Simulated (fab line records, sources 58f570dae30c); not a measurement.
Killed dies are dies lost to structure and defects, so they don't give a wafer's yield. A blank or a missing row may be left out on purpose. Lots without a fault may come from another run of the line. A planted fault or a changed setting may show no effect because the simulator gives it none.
Which tool did it? | flow berkeley_cmos170 | 14 lots, 42 wafers sampled, at 6 steps of a route of 331

WHAT THE GAUGES READ, wafer by wafer
UCB170_NWELL_OVL_MEAS_12. Usual: NWELL_OVL 1 nm, standard deviation 5.8.
lot  | measured    | on         | NWELL_OVL (nm) | flag
L563 | day 2 10:16 | overlay-01 | 5 5 -3         |
L567 | day 3 05:13 | overlay-01 | 1 9 -1         |
L568 | day 3 13:05 | overlay-01 | 3 7 -2         |
L569 | day 3 16:17 | overlay-02 | 2 -8 -7        |
L570 | day 4 04:23 | overlay-02 | -1 4 7         |
L574 | day 4 18:23 | overlay-02 | 5 3 -3         |
L576 | day 5 12:13 | overlay-01 | -2 -9 3        |
L577 | day 5 16:40 | overlay-01 | 0 -5 1         |
L578 | day 5 20:59 | overlay-02 | 7 -2 2         |
L580 | day 6 01:51 | overlay-02 | 1 -7 2         |
L579 | day 6 02:08 | overlay-02 | -5 -1 -3       |
L582 | day 6 10:44 | overlay-01 | 0 -5 -4        |
L583 | day 6 18:01 | overlay-01 | 7 6 7          |
L585 | day 7 03:20 | overlay-01 | 7 10 7         |

UCB170_NSD_TW_MEAS_10. Usual: NSD_TW 4221, standard deviation 37.
lot  | measured     | on            | NSD_TW         | flag
L563 | day 6 23:20  | film_metro-04 | 4188 4176 4174 |
L567 | day 8 03:38  | film_metro-01 | 4280 4271 4280 |
L568 | day 8 13:40  | film_metro-01 | 4290 4286 4275 |
L569 | day 8 14:19  | film_metro-02 | 4181 4179 4202 |
L570 | day 8 18:11  | film_metro-04 | 4174 4163 4165 |
L574 | day 9 10:08  | film_metro-02 | 4212 4206 4211 |
L576 | day 9 15:38  | film_metro-02 | 4197 4212 4202 |
L577 | day 10 04:21 | film_metro-02 | 4192 4195 4184 |
L578 | day 10 04:43 | film_metro-01 | 3804 3818 3815 | OFF
L580 | day 10 08:47 | film_metro-01 | 3809 3805 3825 | OFF
L579 | day 10 08:57 | film_metro-01 | 4254 4249 4251 |
L582 | day 11 03:38 | film_metro-04 | 4181 4176 4155 |
L583 | day 11 04:26 | film_metro-01 | 4267 4262 4249 |
L585 | day 11 03:46 | film_metro-02 | 4209 4214 4201 |

UCB170_SDANNEAL_RS_MEAS_03: measures by four-point-probe. Usual: NSD_RS 37.41 ohm/sq, standard deviation 0.11.
lot  | measured     | on            | NSD_RS (ohm/sq)   | flag
L563 | day 7 01:50  | film_metro-04 | 37.42 37.36 37.44 |
L567 | day 8 05:02  | film_metro-02 | 37.46 37.52 37.44 |
L568 | day 8 16:56  | film_metro-02 | 37.61 37.60 37.74 |
L569 | day 8 16:58  | film_metro-01 | 37.38 37.55 37.57 |
L570 | day 8 20:04  | film_metro-04 | 37.27 37.32 37.36 |
L574 | day 9 14:36  | film_metro-04 | 37.47 37.47 37.42 |
L576 | day 9 17:13  | film_metro-01 | 37.44 37.35 37.43 |
L577 | day 10 05:37 | film_metro-01 | 37.23 37.29 37.23 |
L578 | day 10 05:59 | film_metro-04 | 42.72 42.79 42.72 | OFF
L580 | day 10 10:22 | film_metro-01 | 42.82 42.84 42.92 | OFF
L579 | day 10 10:32 | film_metro-04 | 37.53 37.46 37.53 |
L582 | day 11 05:06 | film_metro-01 | 37.50 37.46 37.43 |
L583 | day 11 05:40 | film_metro-01 | 37.23 37.35 37.28 |
L585 | day 11 05:17 | film_metro-04 | 37.39 37.26 37.36 |

UCB170_SILICIDE_RS_MEAS_02: measures by four-point-probe. Usual: SILICIDE_TI_RS 24.6 ohm/sq, standard deviation 0.33.
lot  | measured     | on            | SILICIDE_TI_RS (ohm/sq) | flag
L563 | day 7 02:17  | film_metro-03 | 25.0 24.7 24.9          |
L567 | day 8 05:30  | film_metro-04 | 24.8 24.3 24.5          |
L568 | day 8 17:23  | film_metro-01 | 24.6 24.1 24.1          |
L569 | day 8 17:25  | film_metro-04 | 24.4 24.4 24.7          |
L570 | day 8 20:31  | film_metro-01 | 24.4 24.8 24.5          |
L574 | day 9 15:03  | film_metro-01 | 24.6 25.2 25.0          |
L576 | day 9 17:41  | film_metro-03 | 24.1 24.0 23.9          |
L577 | day 10 06:07 | film_metro-03 | 24.6 24.7 24.5          |
L578 | day 10 06:26 | film_metro-04 | 24.4 24.8 24.4          |
L580 | day 10 10:49 | film_metro-03 | 24.8 25.0 24.9          |
L579 | day 10 11:00 | film_metro-01 | 24.7 24.1 23.9          |
L582 | day 11 05:34 | film_metro-03 | 24.9 25.3 24.6          |
L583 | day 11 06:07 | film_metro-01 | 25.2 25.0 24.8          |
L585 | day 11 05:45 | film_metro-04 | 24.9 24.7 24.6          |

WHICH TOOL RAN EACH LOT (tool, then ch and the chambers of the sampled wafers, then the start)
lot  | UCB170_NSD_IMPLANT_08           | UCB170_NSD_STRIP_09
L563 | implanter-02 ch 0, day 6 23:05  | plasma_asher-02 ch 0, day 6 23:14
L567 | implanter-04 ch 0, day 8 03:23  | plasma_asher-03 ch 0,1, day 8 03:32
L568 | implanter-02 ch 0, day 8 13:25  | plasma_asher-04 ch 0,1, day 8 13:34
L569 | implanter-01 ch 0, day 8 14:04  | plasma_asher-02 ch 0,1, day 8 14:12
L570 | implanter-04 ch 0, day 8 17:58  | plasma_asher-04 ch 0,1, day 8 18:05
L574 | implanter-02 ch 0, day 9 09:54  | plasma_asher-04 ch 0,1, day 9 10:01
L576 | implanter-01 ch 0, day 9 15:23  | plasma_asher-02 ch 0,1, day 9 15:32
L577 | implanter-02 ch 0, day 10 04:06 | plasma_asher-04 ch 0,1, day 10 04:15
L578 | implanter-04 ch 0, day 10 04:28 | plasma_asher-04 ch 0,1, day 10 04:37
L580 | implanter-04 ch 0, day 10 08:26 | plasma_asher-02 ch 0,1, day 10 08:35
L579 | implanter-01 ch 0, day 10 08:43 | plasma_asher-04 ch 0,1, day 10 08:50
L582 | implanter-02 ch 0, day 11 03:23 | plasma_asher-04 ch 0,1, day 11 03:32
L583 | implanter-02 ch 0, day 11 04:11 | plasma_asher-04 ch 0,1, day 11 04:20
L585 | implanter-01 ch 0, day 11 03:32 | plasma_asher-02 ch 0,1, day 11 03:39
- UCB170_NSD_IMPLANT_08
- UCB170_NSD_STRIP_09: strips in O2.

WHAT THE TOOLS THEMSELVES READ (means of the sampled wafers that have a number; where no wafer has one, the mark that the record gives instead)
UCB170_NSD_IMPLANT_08. Usual: beam_energy_keV 40.000, standard deviation 0.012; tilt_deg 7.006 degrees, standard deviation 0.02.
lot  | tool         | beam_energy_keV | tilt_deg (degrees) | flag
L563 | implanter-02 | 40.006          | 7.013              |
L567 | implanter-04 | 40.011          | 6.995              |
L568 | implanter-02 | 39.999          | 7.020              |
L569 | implanter-01 | 39.986          | 7.001              |
L570 | implanter-04 | 39.997          | 7.002              |
L574 | implanter-02 | 40.013          | 7.028              |
L576 | implanter-01 | 40.015          | 7.022              |
L577 | implanter-02 | 39.997          | 6.989              |
L578 | implanter-04 | 26.806          | 7.009              | OFF
L580 | implanter-04 | 26.788          | 6.997              | OFF
L579 | implanter-01 | 39.988          | 7.012              |
L582 | implanter-02 | 40.009          | 6.984              |
L583 | implanter-02 | 40.006          | 7.030              |
L585 | implanter-01 | 40.010          | 7.009              |

UCB170_NSD_STRIP_09. Usual: drypump_motor_current_A 5.7 A, standard deviation 0.36; oes_product_au 0.537 a.u., standard deviation 0.0046; strip_time_to_endpoint_s 36.11 s, standard deviation 0.081.
lot  | tool            | drypump_motor_current_A (A) | oes_product_au (a.u.) | strip_time_to_endpoint_s (s) | flag
L563 | plasma_asher-02 | 6.1                         | 0.536                 | 36.06                        |
L567 | plasma_asher-03 | 6.2                         | 0.533                 | 36.09                        |
L568 | plasma_asher-04 | 5.3                         | 0.534                 | 36.02                        |
L569 | plasma_asher-02 | 6.0                         | 0.535                 | 36.12                        |
L570 | plasma_asher-04 | 5.3                         | 0.535                 | 36.18                        |
L574 | plasma_asher-04 | 5.4                         | 0.538                 | 36.12                        |
L576 | plasma_asher-02 | 5.9                         | 0.536                 | 36.06                        |
L577 | plasma_asher-04 | 5.4                         | 0.533                 | 36.21                        |
L578 | plasma_asher-04 | 5.3                         | 0.586                 | 31.43                        | OFF
L580 | plasma_asher-02 | 6.0                         | 0.579                 | 31.42                        | OFF
L579 | plasma_asher-04 | 5.3                         | 0.540                 | 36.06                        |
L582 | plasma_asher-04 | 5.4                         | 0.539                 | 36.00                        |
L583 | plasma_asher-04 | 5.4                         | 0.539                 | 36.01                        |
L585 | plasma_asher-02 | 5.9                         | 0.535                 | 36.20                        |

THE ANSWER, worked out from the rows above alone
Rule: a lot is off if the mean of its wafers that have a number lies more than 3 standard deviations from the usual mean. A lot without any number at a reading at which 4 lots or more have one is off too. The other lots that the step has rows for count as sound. The gauges are gone through in route order, then the tools' own readings, and for those a lot's mean is taken as printed above. The first step at which some lot is off is used, and at that step the reading that is off furthest; a lot without a number counts as furthest.
Off: L578, L580, at UCB170_NSD_TW_MEAS_10 (NSD_TW).
A tool fits if, at a process step before that reading, it ran every lot that is off, and no sound lot after the first of them. The gauges at UCB170_NSD_TW_MEAS_10 aren't tried: what is off there is off at UCB170_NSD_IMPLANT_08 too, on other tools, and a gauge's error can't cause that. One fits: implanter-04 at UCB170_NSD_IMPLANT_08. Its last sound lot is L570 (day 8 17:58), its first lot that is off L578 (day 10 04:28): a fault that began between those two fits.
The tool's own readings at UCB170_NSD_IMPLANT_08 bear it out: on the lots that are off they differ by more than 5 times the standard deviation of the sound lots' means. beam_energy_keV reads 26.797 there against 40.003 on the sound lots.

WHAT THE SIMULATOR HAD PUT IN
Process parameter drift: implanter-04, from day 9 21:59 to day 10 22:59, at UCB170_NSD_IMPLANT_08. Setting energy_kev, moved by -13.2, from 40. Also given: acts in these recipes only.
Lots struck among those shown: L578, L580. The rule above found the same.
